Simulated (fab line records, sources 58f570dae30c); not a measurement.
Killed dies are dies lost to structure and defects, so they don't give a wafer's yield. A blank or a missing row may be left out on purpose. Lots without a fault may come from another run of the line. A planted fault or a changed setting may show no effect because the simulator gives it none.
Which tool did it? | flow berkeley_cmos170 | 7 lots, 21 wafers sampled, at 1 step of a route of 331

WHAT THE GAUGES READ, wafer by wafer
UCB170_WELLDRIVE_THK_MEAS_02.
lot  | measured    | on            | WELLDRIVE_OXIDE_THK (nm)
L383 | day 4 03:23 | film_metro-01 | 200.3 198.8 199.8
L385 | day 4 15:56 | film_metro-01 | 195.9 196.4 199.1
L388 | day 4 22:17 | film_metro-01 | 199.1 200.5 202.0
L391 | day 5 18:24 | film_metro-03 | 200.7 201.3 201.5
L399 | day 7 00:20 | film_metro-01 | 198.1 202.3 205.1
L400 | day 7 21:49 | film_metro-03 | 201.1 199.1 198.3
L404 | day 8 11:34 | film_metro-03 | 200.9 202.2 199.8

WHICH TOOL RAN EACH LOT (tool, then ch and the chambers of the sampled wafers, then the start)
The record holds no process step before these readings.

THE ANSWER, worked out from the rows above alone
Rule: what is usual is taken from the lots themselves. Put in order of their means at a reading, lots are off if they are a third of the lots or fewer, leave a main group of 4 or more, and stand apart from it by a gap of 3 or more times the standard deviation of the main group's means; of several such gaps the widest counts. A main group whose means are all the same, to the digits that the tables above print for the reading, isn't used. A lot without any number at a reading at which 4 lots or more have one is off too. The other lots that the step has rows for count as sound.
No lot is off at any reading shown: from this, nothing can be told.

WHAT THE SIMULATOR HAD PUT IN
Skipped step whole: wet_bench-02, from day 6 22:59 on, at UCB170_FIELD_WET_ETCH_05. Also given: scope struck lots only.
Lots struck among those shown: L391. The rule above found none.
